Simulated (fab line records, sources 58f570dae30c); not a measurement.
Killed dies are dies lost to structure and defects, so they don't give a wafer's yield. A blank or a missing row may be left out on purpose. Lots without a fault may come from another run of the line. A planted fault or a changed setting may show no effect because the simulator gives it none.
Which tool did it? | flow berkeley_cmos170 | 7 lots, 21 wafers sampled, at 2 steps of a route of 331

WHAT THE GAUGES READ, wafer by wafer
UCB170_SDANNEAL_RS_MEAS_04: measures by four-point-probe.
lot  | measured     | on            | PLDD_RS (ohm/sq)
L600 | day 7 01:56  | film_metro-03 | 1030.5 1028.4 1030.9
L601 | day 7 19:58  | film_metro-03 | 1030.3 1033.2 1037.9
L602 | day 7 22:26  | film_metro-04 | 1031.1 1031.6 1030.2
L607 | day 8 17:42  | film_metro-04 | 1031.1 1029.5 1030.5
L611 | day 9 09:27  | film_metro-01 | 1033.9 1032.6 1028.4
L610 | day 9 09:14  | film_metro-04 | 1028.8 1030.3 1028.6
L621 | day 11 21:20 | film_metro-04 | 1031.5 1031.3 1033.3

WHICH TOOL RAN EACH LOT (tool, then ch and the chambers of the sampled wafers, then the start)
lot  | UCB170_PLDD_IMPLANT_08
L600 | implanter-04 ch 0, day 6 13:59
L601 | implanter-03 ch 0, day 7 04:29
L602 | implanter-04 ch 0, day 7 11:11
L607 | implanter-03 ch 0, day 8 02:29
L611 | implanter-01 ch 0, day 8 18:47
L610 | implanter-01 ch 0, day 8 19:20
L621 | implanter-01 ch 0, day 11 07:53
- UCB170_PLDD_IMPLANT_08

THE ANSWER, worked out from the rows above alone
Rule: what is usual is taken from the lots themselves. Put in order of their means at a reading, lots are off if they are a third of the lots or fewer, leave a main group of 4 or more, and stand apart from it by a gap of 3 or more times the standard deviation of the main group's means; of several such gaps the widest counts. A main group whose means are all the same, to the digits that the tables above print for the reading, isn't used. A lot without any number at a reading at which 4 lots or more have one is off too. The other lots that the step has rows for count as sound.
No lot is off at any reading shown: from this, nothing can be told.

WHAT THE SIMULATOR HAD PUT IN
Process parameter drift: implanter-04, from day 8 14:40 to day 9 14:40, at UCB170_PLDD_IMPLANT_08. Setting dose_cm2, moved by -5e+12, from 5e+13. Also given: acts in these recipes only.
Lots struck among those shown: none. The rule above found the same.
